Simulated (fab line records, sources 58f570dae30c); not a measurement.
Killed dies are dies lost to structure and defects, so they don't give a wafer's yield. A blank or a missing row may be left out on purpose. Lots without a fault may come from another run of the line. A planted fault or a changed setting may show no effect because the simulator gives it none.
One fault seen from 2 desks | flow berkeley_cmos170 | each desk has only its own numbers; what lay behind them comes last

THE TOOL OWNER'S DESK: furnace-02
The tool's own readings at UCB170_WELLDRIVE_ANNEAL_03 (time 900 s): means of the sampled wafers that have a number, for each lot that ran on this tool. A lot is out of limits, marked OUT, if its mean lies more than 4 standard deviations from the usual mean; the brackets give that distance.
Columns: A = spike_tc_centre_C at UCB170_WELLDRIVE_ANNEAL_03, usual 1101.1 C; B = spike_tc_load_C at UCB170_WELLDRIVE_ANNEAL_03, usual 1133 C; C = spike_tc_source_C at UCB170_WELLDRIVE_ANNEAL_03, usual 1124.3 C; D = tube_center_temp_C at UCB170_WELLDRIVE_ANNEAL_03, usual 1100 C; E = tube_center_temp_C_max at UCB170_WELLDRIVE_ANNEAL_03, usual 1102.8; F = zone_power_load_pct at UCB170_WELLDRIVE_ANNEAL_03, usual 41.0 %
lot  | first seen here | A                | B              | C                | D                      | E                        | F
L669 | day 3 19:33     | 1101.9           | 1133           | 1124.9           | 1100                   | 1102.5                   | 38.1
L681 | day 6 10:13     | 1151.6 (+46) OUT | 1183 (+11) OUT | 1175.4 (+46) OUT | 1150 (+99 or more) OUT | 1152.7 (+99 or more) OUT | 42.5
L683 | day 6 17:40     | 1151.3 (+46) OUT | 1183 (+11) OUT | 1175.1 (+46) OUT | 1150 (+99 or more) OUT | 1152.5 (+99 or more) OUT | 42.0
This desk's finding: out of limits on L681, L683; first on L681, day 6 10:13 (spike_tc_centre_C at UCB170_WELLDRIVE_ANNEAL_03). In limits: L669.

THE METROLOGY DESK
What the gauges read, lot by lot, whatever tool the lot ran on: means of the sampled wafers that have a number. A lot is out of limits, marked OUT, if its mean lies more than 4 standard deviations from the usual mean; the brackets give that distance.
Columns: A = PFIELD_OVL at UCB170_PFIELD_OVL_MEAS_06, usual 2 nm; B = PSD_OVL at UCB170_PSD_OVL_MEAS_07, usual 1 nm; C = V2_BOW at UCB170_V2_BOW_MEAS_03, usual 36 um
lot  | first seen here | A  | B  | C
L668 | day 4 07:18     | 6  | -3 | 37
L669 | day 4 11:33     | -2 | 4  | 33
L671 | day 4 16:22     | 2  | -6 | 32
L672 | day 4 22:05     | 9  | 1  | 34
L673 | day 4 23:52     | 10 | -1 | 33
L675 | day 5 15:41     | 2  | -0 | 41
L681 | day 7 01:11     | 5  | -1 | 33
L683 | day 7 10:17     | 3  | 0  | 44
L686 | day 8 13:50     | 6  | 1  | 37
L687 | day 8 14:06     | 10 | -0 | 47
L685 | day 8 14:13     | -1 | 7  | 34
L688 | day 8 14:13     | 3  | 5  | 37
L689 | day 8 14:29     | -1 | -1 | 39
L690 | day 8 14:29     | 5  | 5  | 41
This desk's finding: nothing out of limits on any of the 14 lots.

PUT TOGETHER
The tool owner's desk could have raised an alarm at day 6 10:13, on L681, L683.
The metrology desk saw nothing out of limits.
The metrology desk has L681, L683 on record, within its limits.
Of the lots named, all ran UCB170_WELLDRIVE_ANNEAL_03 on furnace-02.

WHAT THE SIMULATOR HAD PUT IN
Process parameter drift: furnace-02, from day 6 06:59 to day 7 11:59, at UCB170_WELLDRIVE_ANNEAL_03. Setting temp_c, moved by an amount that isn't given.
Lots struck among those shown: L681, L683.
Hours from the fault's start to each desk's first reading out of limits: the tool owner's desk, 3.
